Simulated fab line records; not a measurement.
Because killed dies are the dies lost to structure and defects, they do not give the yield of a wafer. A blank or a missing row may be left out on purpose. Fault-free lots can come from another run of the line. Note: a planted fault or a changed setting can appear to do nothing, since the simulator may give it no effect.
fab line records    flow rit_cmos
record lots=14  wafers=42  last_day=7
route steps=202 shown SILICIDE@162
lots untouched by any fault: they come from a run of this same line in which no faults occurred
start_h: hours from the record's opening day to when the first of the lot's shown wafers began    wait_h: time in hours since the lot's previous step    " same as the row above    L1.1+2: several wafers, shown together as one row    - value missing, or start not given    * or withheld: withheld    < > ~ a bound
route shown NAME@n: a module of which the file shows steps, and the number in the route of the first    usual: mean and standard deviation over wafers with no fault    same: alike in all rows    chamber/n: place in a boat    sites: the reading at each site    _std_site: how widely they spread, as a standard deviation    _edge_site: the outer-site mean with the inner-site mean subtracted    radius_mm: for every site, how far away it sits from the centre of the wafer    mask NAME#n: copy n    behind: the tool/chamber that last shaped the wafer    hold: the reason the lot was held/the length of the hold in hours/how it ended    device: the transistor (n, p or np) that didn't switch    end of line: tests run on the same wafers once the route is complete    a step without rows: its recipe alone    killed: not the wafer's yield, but the dies lost to structure and defects at the first sort    map: a wafer's dies, marking killed ones x, the rest . and places with no die _
set.NAME: the setting the step ran with; set.NAME@STEP: the setting that earlier step ran with    model.NAME: the simulator's own value behind a step, which no gauge read
one table for each step of the route and one row for each wafer, over a sample of lots
services: from which hour (start_h, from the record's first day; less than 0 if before it) a tool's chamber was out of use, for how many hours, and why
## steps
# step RIT_SILICIDE_SPUTTER_01
# recipe material=Ti  target_thk_nm=30  power_w=350  chamber_pressure_pa=0.6897  gas=Ar  time_s=240  substrate_temp_c=25
# usual throttle_valve_pct=29.8/1.1
lot.wafer  tool            chamber  start_h  wait_h  throttle_valve_pct
L540.2     pvd_sputter-04  -        59.97    0.0     29.5
L540.3     "               -        "        "       29.5
L540.5     "               -        "        "       29.6
L541.2     pvd_sputter-02  -        62.69    0.0     28.8
L541.3     "               -        "        "       31.8
L541.6     "               -        "        "       31.3
L542.2     pvd_sputter-04  -        69.59    0.0     29.9
L542.4     "               -        "        "       29.5
L542.5     "               -        "        "       29.9
L543.1     pvd_sputter-02  -        73.59    0.0     31.5
L543.3     "               -        "        "       28.5
L543.6     "               -        "        "       31.4
L544.2     pvd_sputter-04  -        77.23    0.0     30.0
L544.5     "               -        "        "       28.2
L544.6     "               -        "        "       30.2
L545.1     pvd_sputter-02  -        80.42    0.0     29.9
L545.3     "               -        "        "       31.4
L545.5     "               -        "        "       31.8
L546.1     pvd_sputter-04  -        89.19    0.0     30.0
L546.2     "               -        "        "       29.5
L546.6     "               -        "        "       27.9
L548.4     pvd_sputter-04  -        97.45    0.0     30.0
L548.5     "               -        "        "       28.0
L548.6     "               -        "        "       29.5
L549.2     pvd_sputter-02  -        105.21   0.0     28.7
L549.4     "               -        "        "       31.3
L549.5     "               -        "        "       28.7
L552.3     pvd_sputter-04  -        115.59   0.0     30.1
L552.4     "               -        "        "       28.2
L552.5     "               -        "        "       30.0
L555.2     pvd_sputter-02  -        130.76   0.0     31.6
L555.3     "               -        "        "       28.8
L555.6     "               -        "        "       28.8
L558.1     pvd_sputter-04  -        146.54   0.0     29.9
L558.3     "               -        "        "       29.5
L558.5     "               -        "        "       30.2
L560.3     pvd_sputter-04  -        157.18   0.0     30.2
L560.5     "               -        "        "       29.7
L560.6     "               -        "        "       29.3
L561.1     pvd_sputter-02  -        162.37   0.0     31.5
L561.3     "               -        "        "       29.6
L561.4     "               -        "        "       28.5
# step RIT_SILICIDE_RS_MEAS_02
# recipe thk_meas_gauge=four-point-probe  reads=Ti_of_SILICIDE_SPUTTER_01
# usual SILICIDE_TI_RS=51.7/0.81
lot.wafer  tool           chamber  start_h  wait_h  SILICIDE_TI_RS[ohm/sq]
L540.2     film_metro-03  -        60.14    0.1     52.5
L540.3     "              -        "        "       52.1
L540.5     "              -        "        "       52.7
L541.2     film_metro-03  -        62.86    0.1     50.9
L541.3     "              -        "        "       50.9
L541.6     "              -        "        "       50.1
L542.2     film_metro-04  -        69.76    0.1     52.9
L542.4     "              -        "        "       52.4
L542.5     "              -        "        "       52.3
L543.1     film_metro-03  -        73.74    0.1     50.5
L543.3     "              -        "        "       50.7
L543.6     "              -        "        "       50.7
L544.2     film_metro-04  -        77.40    0.1     53.0
L544.5     "              -        "        "       53.8
L544.6     "              -        "        "       53.0
L545.1     film_metro-04  -        80.57    0.1     52.0
L545.3     "              -        "        "       52.1
L545.5     "              -        "        "       52.0
L546.1     film_metro-04  -        89.34    0.1     51.7
L546.2     "              -        "        "       51.9
L546.6     "              -        "        "       51.8
L548.4     film_metro-01  -        97.66    0.1     52.8
L548.5     "              -        "        "       53.1
L548.6     "              -        "        "       52.6
L549.2     film_metro-04  -        105.38   0.1     51.1
L549.4     "              -        "        "       51.6
L549.5     "              -        "        "       50.7
L552.3     film_metro-03  -        115.78   0.1     52.6
L552.4     "              -        "        "       52.9
L552.5     "              -        "        "       53.2
L555.2     film_metro-04  -        130.93   0.1     51.5
L555.3     "              -        "        "       51.2
L555.6     "              -        "        "       51.8
L558.1     film_metro-04  -        146.69   0.1     58.3
L558.3     "              -        "        "       57.9
L558.5     "              -        "        "       57.7
L560.3     film_metro-01  -        157.38   0.1     60.0
L560.5     "              -        "        "       60.2
L560.6     "              -        "        "       60.6
L561.1     film_metro-04  -        162.52   0.1     51.0
L561.3     "              -        "        "       51.0
L561.4     "              -        "        "       50.9
# step RIT_SILICIDE_THK_MEAS_03
# recipe thk_meas_gauge=xrf  reads=Ti_of_SILICIDE_SPUTTER_01
# usual SILICIDE_TI_THK=29.4/0.37
lot.wafer  tool           chamber  start_h  wait_h  SILICIDE_TI_THK[nm]
L540.2     film_metro-03  -        60.25    0.1     29.2
L540.3     "              -        "        "       29.6
L540.5     "              -        "        "       29.2
L541.2     film_metro-03  -        62.97    0.1     29.9
L541.3     "              -        "        "       30.1
L541.6     "              -        "        "       30.3
L542.2     film_metro-04  -        69.87    0.1     28.8
L542.4     "              -        "        "       29.0
L542.5     "              -        "        "       29.0
L543.1     film_metro-03  -        73.86    0.1     30.1
L543.3     "              -        "        "       29.9
L543.6     "              -        "        "       30.0
L544.2     film_metro-04  -        77.51    0.1     28.8
L544.5     "              -        "        "       28.4
L544.6     "              -        "        "       28.7
L545.1     film_metro-04  -        80.69    0.1     29.3
L545.3     "              -        "        "       29.2
L545.5     "              -        "        "       29.2
L546.1     film_metro-04  -        89.46    0.1     29.4
L546.2     "              -        "        "       29.4
L546.6     "              -        "        "       29.1
L548.4     film_metro-01  -        97.75    0.1     29.1
L548.5     "              -        "        "       28.9
L548.6     "              -        "        "       29.3
L549.2     film_metro-04  -        105.49   0.1     29.4
L549.4     "              -        "        "       29.3
L549.5     "              -        "        "       29.8
L552.3     film_metro-03  -        115.88   0.1     29.1
L552.4     "              -        "        "       29.0
L552.5     "              -        "        "       28.8
L555.2     film_metro-04  -        131.04   0.1     29.6
L555.3     "              -        "        "       29.7
L555.6     "              -        "        "       29.4
L558.1     film_metro-04  -        146.81   0.1     26.8
L558.3     "              -        "        "       26.8
L558.5     "              -        "        "       26.9
L560.3     film_metro-01  -        157.48   0.1     26.3
L560.5     "              -        "        "       26.1
L560.6     "              -        "        "       26.0
L561.1     film_metro-04  -        162.64   0.1     29.8
L561.3     "              -        "        "       29.8
L561.4     "              -        "        "       29.7
## services
tool            chamber  start_h  hours  kind
pvd_sputter-02  -        43.34    7.5    repair
pvd_sputter-04  -        103.01   4.5    repair
## key
first_sign step=RIT_SILICIDE_RS_MEAS_02  reading=SILICIDE_TI_RS  direction=up  sigmas=9.2  usual=51.7  struck=59.1
effect step=RIT_SILICIDE_THK_MEAS_03  reading=SILICIDE_TI_THK  direction=down  sigmas=7.9  usual=29.4  struck=26.5
met_at RIT_SILICIDE_SPUTTER_01
struck_lots L558,L560
tester_left_out L558,L560
onset_between 115.59 146.54
fault kind=process_parameter_drift  tool=pvd_sputter-04  chamber=-  onset_h=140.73  steps=RIT_SILICIDE_SPUTTER_01  channel=target_thk_nm  offset=-3  shape=step  end_h=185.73  acts_in=these_recipes_only  stated=30
# tester_left_out: of these lots the tester's yield and bins aren't shown, on N5 and GAA mostly nor the transistor test; their killed dies are dies lost to structure and defects alone, not to doping, threshold or leakage, so they don't give the yield
